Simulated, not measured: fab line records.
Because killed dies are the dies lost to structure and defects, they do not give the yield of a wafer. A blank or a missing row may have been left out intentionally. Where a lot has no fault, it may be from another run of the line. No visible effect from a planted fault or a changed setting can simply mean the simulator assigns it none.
Which tool was responsible? / flow berkeley_cmos170 / 42 wafers from 14 lots sampled at 3 of the route's 331 steps

WHAT THE GAUGES READ, wafer by wafer
UCB170_NWELL_TW_MEAS_16.
lot=L803; measured=day 2 16:19; on=film_metro-01; NWELL_TW=1242 1249 1242
lot=L804; measured=day 2 17:02; on=film_metro-04; NWELL_TW=1224 1224 1225
lot=L806; measured=day 3 00:01; on=film_metro-02; NWELL_TW=1236 1231 1235
lot=L805; measured=day 3 00:19; on=film_metro-02; NWELL_TW=1227 1229 1231
lot=L807; measured=day 3 15:11; on=film_metro-02; NWELL_TW=1234 1228 1223
lot=L808; measured=day 3 15:34; on=film_metro-04; NWELL_TW=1219 1217 1222
lot=L809; measured=day 4 01:20; on=film_metro-01; NWELL_TW=1240 1238 1242
lot=L810; measured=day 4 01:38; on=film_metro-02; NWELL_TW=1240 1229 1233
lot=L811; measured=day 4 09:41; on=film_metro-02; NWELL_TW=1286 1281 1290
lot=L815; measured=day 4 21:52; on=film_metro-01; NWELL_TW=1296 1289 1286
lot=L820; measured=day 6 02:41; on=film_metro-02; NWELL_TW=1236 1234 1237
lot=L822; measured=day 6 16:08; on=film_metro-01; NWELL_TW=1254 1252 1249
lot=L824; measured=day 6 21:36; on=film_metro-04; NWELL_TW=1232 1226 1228
lot=L825; measured=day 7 02:39; on=film_metro-02; NWELL_TW=1236 1237 1231

UCB170_PWELL_OVL_MEAS_13.
lot=L803; measured=day 3 15:09; on=overlay-01; PWELL_OVL (nm)=5 -7 -1
lot=L804; measured=day 3 15:23; on=overlay-02; PWELL_OVL (nm)=3 7 8
lot=L806; measured=day 3 22:47; on=overlay-02; PWELL_OVL (nm)=2 1 1
lot=L805; measured=day 3 23:03; on=overlay-01; PWELL_OVL (nm)=-3 5 -1
lot=L807; measured=day 4 12:08; on=overlay-01; PWELL_OVL (nm)=2 0 2
lot=L808; measured=day 4 11:55; on=overlay-02; PWELL_OVL (nm)=-6 3 2
lot=L809; measured=day 4 21:49; on=overlay-02; PWELL_OVL (nm)=0 -1 -1
lot=L810; measured=day 4 22:01; on=overlay-01; PWELL_OVL (nm)=7 3 4
lot=L811; measured=day 5 05:14; on=overlay-02; PWELL_OVL (nm)=7 -2 7
lot=L815; measured=day 5 16:16; on=overlay-02; PWELL_OVL (nm)=6 7 -2
lot=L820; measured=day 6 21:00; on=overlay-01; PWELL_OVL (nm)=-1 3 2
lot=L822; measured=day 7 16:21; on=overlay-02; PWELL_OVL (nm)=-4 -10 3
lot=L824; measured=day 7 16:04; on=overlay-02; PWELL_OVL (nm)=-4 14 6
lot=L825; measured=day 7 16:31; on=overlay-02; PWELL_OVL (nm)=-6 -11 -4

TOOL THAT RAN EACH LOT (tool first, then ch and the chambers of the sampled wafers, then the start)
lot=L803; UCB170_NWELL_IMPLANT_14=implanter-01 ch 0, day 2 16:05
lot=L804; UCB170_NWELL_IMPLANT_14=implanter-03 ch 0, day 2 16:47
lot=L806; UCB170_NWELL_IMPLANT_14=implanter-03 ch 0, day 2 23:47
lot=L805; UCB170_NWELL_IMPLANT_14=implanter-02 ch 0, day 3 00:05
lot=L807; UCB170_NWELL_IMPLANT_14=implanter-02 ch 0, day 3 14:56
lot=L808; UCB170_NWELL_IMPLANT_14=implanter-01 ch 0, day 3 15:21
lot=L809; UCB170_NWELL_IMPLANT_14=implanter-02 ch 0, day 4 01:07
lot=L810; UCB170_NWELL_IMPLANT_14=implanter-03 ch 0, day 4 01:26
lot=L811; UCB170_NWELL_IMPLANT_14=implanter-02 ch 0, day 4 09:27
lot=L815; UCB170_NWELL_IMPLANT_14=implanter-02 ch 0, day 4 21:37
lot=L820; UCB170_NWELL_IMPLANT_14=implanter-03 ch 0, day 6 02:26
lot=L822; UCB170_NWELL_IMPLANT_14=implanter-01 ch 0, day 6 15:55
lot=L824; UCB170_NWELL_IMPLANT_14=implanter-03 ch 0, day 6 21:21
lot=L825; UCB170_NWELL_IMPLANT_14=implanter-01 ch 0, day 7 02:24
- UCB170_NWELL_IMPLANT_14

WHAT THE TOOLS THEMSELVES READ (means of the sampled wafers that have a number; where no wafer has one, the mark that the record gives instead)
UCB170_NWELL_IMPLANT_14.
lot=L803; tool=implanter-01; beam_energy_keV=149.96; tilt_deg (degrees)=6.998
lot=L804; tool=implanter-03; beam_energy_keV=150.05; tilt_deg (degrees)=6.983
lot=L806; tool=implanter-03; beam_energy_keV=149.99; tilt_deg (degrees)=7.005
lot=L805; tool=implanter-02; beam_energy_keV=149.99; tilt_deg (degrees)=6.995
lot=L807; tool=implanter-02; beam_energy_keV=149.97; tilt_deg (degrees)=6.991
lot=L808; tool=implanter-01; beam_energy_keV=149.94; tilt_deg (degrees)=6.997
lot=L809; tool=implanter-02; beam_energy_keV=149.93; tilt_deg (degrees)=7.022
lot=L810; tool=implanter-03; beam_energy_keV=150.01; tilt_deg (degrees)=6.991
lot=L811; tool=implanter-02; beam_energy_keV=183.05; tilt_deg (degrees)=7.037
lot=L815; tool=implanter-02; beam_energy_keV=183.03; tilt_deg (degrees)=6.995
lot=L820; tool=implanter-03; beam_energy_keV=149.94; tilt_deg (degrees)=7.004
lot=L822; tool=implanter-01; beam_energy_keV=150.02; tilt_deg (degrees)=7.013
lot=L824; tool=implanter-03; beam_energy_keV=150.03; tilt_deg (degrees)=6.986
lot=L825; tool=implanter-01; beam_energy_keV=149.97; tilt_deg (degrees)=6.998

THE ANSWER, worked out from the rows above alone
Rule: what is usual is taken from the lots themselves. Put in order of their means at a reading, lots are off if they are a third of the lots or fewer, leave a main group of 4 or more, and stand apart from it by a gap of 3 or more times the standard deviation of the main group's means; of several such gaps the widest counts. If all means in a main group match to the digits the tables above print for the reading, that group is not used. A lot without any number at a reading at which 4 lots or more have one is off too. Where the step has rows for the other lots, those lots are counted as sound. The gauges are gone through in route order, then the tools' own readings, and for those a lot's mean is taken as printed above. At the first step where some lot is off, the reading lying furthest off is the one used; lots without a number count as furthest.
Off: L811, L815, at UCB170_NWELL_TW_MEAS_16 (NWELL_TW). For the main group the mean is 1234 and the standard deviation 8.4.
If a tool, at a process step before that reading, ran all the lots that are off and no sound lot after the first of them, it fits. Not tried: the gauges at UCB170_NWELL_TW_MEAS_16; whatever is off there is also off at UCB170_NWELL_IMPLANT_14, on other tools, and gauge error can't account for it. One candidate fits, namely implanter-02 at UCB170_NWELL_IMPLANT_14. Its last sound lot is L809 (day 4 01:07), its first lot that is off L811 (day 4 09:27): a fault that began between those two fits.
On the lots that are off, the tool's own readings at UCB170_NWELL_IMPLANT_14 differ by more than 5 times the standard deviation of the sound lots' means, which bears it out; beam_energy_keV reads 183.04 there versus 149.98 on the sound lots.

WHAT WAS PUT IN BY THE SIMULATOR
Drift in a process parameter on implanter-02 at UCB170_NWELL_IMPLANT_14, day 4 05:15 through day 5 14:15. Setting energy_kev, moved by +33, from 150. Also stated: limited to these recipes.
Struck lots among those shown: L811, L815. The rule above reached the same finding.
